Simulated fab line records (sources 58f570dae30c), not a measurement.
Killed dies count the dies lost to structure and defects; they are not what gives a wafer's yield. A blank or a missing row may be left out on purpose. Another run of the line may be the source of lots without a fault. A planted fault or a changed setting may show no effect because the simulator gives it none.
Split-lot experiment + flow berkeley cmos170 + 23 wafers read across 5 lots, on a route 331 steps long

THE SPLIT
At UCB170_PSD_IMPLANT_08, the setting dose cm2 was moved away from the recipe's 3e+15 on 4 of the 23 wafers read, by -5.2% to +4.8%. For the rest of the wafers, this setting stayed at what the recipe calls for.

FROM THE SPLIT TO THE READING: what the file shows between them, 12 steps
- UCB170_PSD_STRIP_09: strips in O2
- UCB170_NSD_EXPOSE_03: exposes mask NSELECT MOD, target cd 1200 nm (also split here: dose mj)
- UCB170_NSD_PEB_04
- UCB170_NSD_DEVELOP_05: develop time 45 s
- UCB170_NSD_CD_MEAS_06: target cd 1200 nm
- UCB170_NSD_IMPLANT_08 (also split here: energy kev)
- UCB170_NSD_STRIP_09: strips in O2 (also split here: power w)
- UCB170_NSD_TW_MEAS_10
- UCB170_NSD_CLEAN_11: cleans in SPM, time 600 s
- UCB170_BACKSIDE_HMDS_00: prime time 60 s
- UCB170_SDANNEAL_RTA_00: time 10 s
- UCB170_SDANNEAL_RTA_01: time 5 s

THE READING
PSD_RS (ohm/sq), read at UCB170_SDANNEAL_RS_MEAS_02 with a four-point probe. Typical for fault-free wafers on this fab line: 75.66 ohm/sq, with standard deviation 0.29 ohm/sq.

| wafer  | tool, chamber at the split | dose cm2 as run | against the recipe | PSD_RS, ohm/sq | against lot-mates on the recipe |
|--------|----------------------------|-----------------|--------------------|----------------|---------------------------------|
| L074.3 | implanter-03, 0            | 3e+15           | recipe             | 75.52          | -                               |
| L074.4 | implanter-03, 0            | 3e+15           | recipe             | 75.97          | -                               |
| L074.6 | implanter-03, 0            | 3e+15           | recipe             | 75.67          | -                               |
| L076.1 | implanter-04, 0            | 3e+15           | recipe             | 75.93          | -                               |
| L076.2 | implanter-04, 0            | 3e+15           | recipe             | 76.09          | -                               |
| L076.4 | implanter-04, 0            | 2.845e+15       | -5.2%              | 78.95          | +2.95                           |
| L076.5 | implanter-04, 0            | 3e+15           | recipe             | 75.99          | -                               |
| L076.6 | implanter-04, 0            | 2.845e+15       | -5.2%              | 78.69          | +2.69                           |
| L080.1 | implanter-04, 0            | 3e+15           | recipe             | 76.00          | -                               |
| L080.2 | implanter-04, 0            | 3e+15           | recipe             | 76.27          | -                               |
| L080.4 | implanter-04, 0            | 3e+15           | recipe             | 75.70          | -                               |
| L080.5 | implanter-04, 0            | 3e+15           | recipe             | 76.05          | -                               |
| L080.6 | implanter-04, 0            | 3e+15           | recipe             | 76.11          | -                               |
| L082.1 | implanter-03, 0            | 3e+15           | recipe             | 75.30          | -                               |
| L082.3 | implanter-03, 0            | 3e+15           | recipe             | 75.93          | -                               |
| L082.4 | implanter-03, 0            | 3.143e+15       | +4.8%              | 72.89          | -2.70                           |
| L082.5 | implanter-03, 0            | 3e+15           | recipe             | 75.55          | -                               |
| L082.6 | implanter-03, 0            | 3.143e+15       | +4.8%              | 72.74          | -2.85                           |
| L081.2 | implanter-04, 0            | 3e+15           | recipe             | 75.53          | -                               |
| L081.3 | implanter-04, 0            | 3e+15           | recipe             | 75.38          | -                               |
| L081.4 | implanter-04, 0            | 3e+15           | recipe             | 75.65          | -                               |
| L081.5 | implanter-04, 0            | 3e+15           | recipe             | 75.52          | -                               |
| L081.6 | implanter-04, 0            | 3e+15           | recipe             | 75.48          | -                               |

FIT RESULTS
A straight line over all 23 wafers: PSD_RS changes by -0.604 ohm/sq for each +1% of dose cm2; r = -0.98; the points scatter about the line by 0.27 ohm/sq.
The same after taking each lot's own level away (the mean of its wafers on the recipe; 23 wafers): -0.563 ohm/sq for each +1%; r = -0.99; scatter 0.17 ohm/sq.
On that fit, the largest move of dose cm2 shifts the reading by 2.9 ohm/sq.
The span of the lots' own levels, 75.512 to 76.026 ohm/sq, comes to 1.8 times the standard deviation stated above.
The two slopes are in agreement: the lot-to-lot level therefore moves the slope only a little.
Check: for one of the wafers moved furthest among these (-5.2%), held out of the fit, the line's prediction against its lot-mates is +2.87 ohm/sq. Against them it came out at +2.95 ohm/sq.

FURTHER SPLITS ON THESE WAFERS
These wafers also went through other splits before the reading. Each is held against what the fit with the lots' levels taken away leaves over:
| other split on the same wafers        | wafers away from the commonest value | r with PSD_RS (lot level and that fit taken away) |
|---------------------------------------|--------------------------------------|---------------------------------------------------|
| UCB170_START_OXIDATION_02 temp c      | 10                                   | -0.07                                             |
| UCB170_NWELL_OXIDATION_01 ox time s   | 18                                   | -0.04                                             |
| UCB170_PWELL_CVD_05 sih2cl2 flow sccm | 15                                   | +0.05                                             |
| UCB170_NLDD_IMPLANT_09 dose cm2       | 10                                   | +0.20                                             |
| UCB170_NSD_EXPOSE_03 dose mj          | 10                                   | -0.11                                             |
| UCB170_NSD_IMPLANT_08 energy kev      | 8                                    | -0.08                                             |
| UCB170_NSD_STRIP_09 power w           | 6                                    | -0.21                                             |

THE WHOLE CHAIN: every reading that the file lists as answering this split, in the file's order
| step                       | what it does                 | reading                  | change (the file's fit)              | r (the file's) |
|----------------------------|------------------------------|--------------------------|--------------------------------------|----------------|
| UCB170_PSD_STRIP_09        | strips in O2                 | strip time to endpoint s | withheld for each +1% of the setting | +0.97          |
| UCB170_SDANNEAL_RS_MEAS_02 | measures by four-point-probe | PSD_RS                   | -0.562 for each +1% of the setting   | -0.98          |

FILE'S OWN FIT
PSD_RS changes by -0.562 ohm/sq for each +1% of dose cm2, r = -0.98.
